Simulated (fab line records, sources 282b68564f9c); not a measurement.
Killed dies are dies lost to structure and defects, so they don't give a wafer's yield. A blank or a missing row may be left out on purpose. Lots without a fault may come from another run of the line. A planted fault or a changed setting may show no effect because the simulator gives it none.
A struck lot beside a sound one | flow rit_cmos | 17 steps out of a route of 202
Sound: wafers L305.3, L305.5, L305.6. Struck: wafers L307.1, L307.2, L307.4. The cause comes at the end.
At each step with rows: each side's tool, then ch and its chambers, then its first start. Under that, the readings that differ: sound wafers | struck wafers | difference of the means | sigmas: that difference in standard deviations of wafers without a fault.
alike: readings whose means differ by less than 2 such deviations, and words and numbers that are the same on both sides. not compared: withheld readings, readings that some wafer has no value for, bounds like >300 that may hide the same value, and numbers for which the record gives no deviation and whose values overlap.
The two part at a step that has a row with sigmas, a row that says differs or no value, or rows on one side only. Numbers that don't overlap but have no deviation are shown without sigmas and don't part them. A reading that every wafer of one side lacks parts them only if that side has two wafers or more.

first, 1 step without rows for these wafers: RIT_CONTACT_HARDBAKE_10 (time 60 s).
RIT_CONTACT_ETCH_11: etches SiO2 in CHF3/CF4/Ar, stops on TiSi2, target depth 480 nm, time 320 s.
  sound on rie_diel-03 ch 0,1,2, day 4 06:14; struck on rie_diel-03 ch 0,1,3, day 4 17:29
  alike: drypump_motor_current_A, oes_product_au, throttle_valve_pct
  not compared: rf_hours_counter_h
RIT_CONTACT_STRIP_12: strips in O2, time 180 s.
  sound on plasma_asher-03 ch 0,1, day 4 06:29; struck on plasma_asher-03 ch 0,1, day 4 17:41
  alike: drypump_motor_current_A
  not compared: rf_hours_counter_h
RIT_CONTACT_CD_MEAS_90: target cd 1000 nm.
  sound on cd_sem-01, day 4 06:39; struck on cd_sem-02, day 4 17:51
  alike: cd_nm
then, 2 steps without rows for these wafers: RIT_CONTACT_CLEAN_13 (cleans in SC1, time 600 s); RIT_CONTACT_CLEAN_14 (cleans in SC2, time 600 s).
RIT_M1_SPUTTER_00: material Al, target thk 400 nm, time 500 s.
  sound on pvd_sputter-04, day 4 07:05; struck on pvd_sputter-04, day 4 18:20
  alike: throttle_valve_pct
RIT_M1_RS_MEAS_01: measures by four-point-probe.
  sound on film_metro-02, day 4 07:25; struck on film_metro-01, day 4 18:38
  alike: M1_AL_RS
RIT_M1_THK_MEAS_02: measures by xrf.
  sound on film_metro-02, day 4 07:31; struck on film_metro-01, day 4 18:45
  alike: M1_AL_THK
then, 3 steps without rows for these wafers: RIT_M1_HMDS_03 (prime time 60 s); RIT_M1_COAT_04 (resist thk 1300 nm); RIT_M1_SOFTBAKE_05 (time 60 s).
RIT_M1_EXPOSE_06: exposes mask M12, target cd 2600 nm.
  sound on iline_stepper-02 ch 0, day 4 08:09; struck on iline_stepper-02 ch 0, day 4 19:16
  reading | sound             | struck                     | difference | sigmas
  mask    | M12#0 M12#0 M12#0 | M12_R1#0 M12_R1#0 M12_R1#0 | differs    |
then, 2 steps without rows for these wafers: RIT_M1_PEB_07; RIT_M1_DEVELOP_08 (develop time 68 s).
RIT_M1_CD_MEAS_09: target cd 2600 nm.
  sound on cd_sem-01, day 4 08:35; struck on cd_sem-01, day 4 19:59
  reading    | sound                | struck               | difference | sigmas
  cd_nm (nm) | 2600.4 2600.1 2598.6 | 2249.3 2248.6 2250.5 | -350.2     | -99 or more
  not compared: hold
RIT_M1_PROBE_99:
  the record has rows for the sound wafers here (prober-01, day 4 11:18) and none for the struck ones

WHERE THEY PART
First at RIT_M1_EXPOSE_06; last, within this record, at RIT_M1_PROBE_99.

WHY: what the simulator had put in
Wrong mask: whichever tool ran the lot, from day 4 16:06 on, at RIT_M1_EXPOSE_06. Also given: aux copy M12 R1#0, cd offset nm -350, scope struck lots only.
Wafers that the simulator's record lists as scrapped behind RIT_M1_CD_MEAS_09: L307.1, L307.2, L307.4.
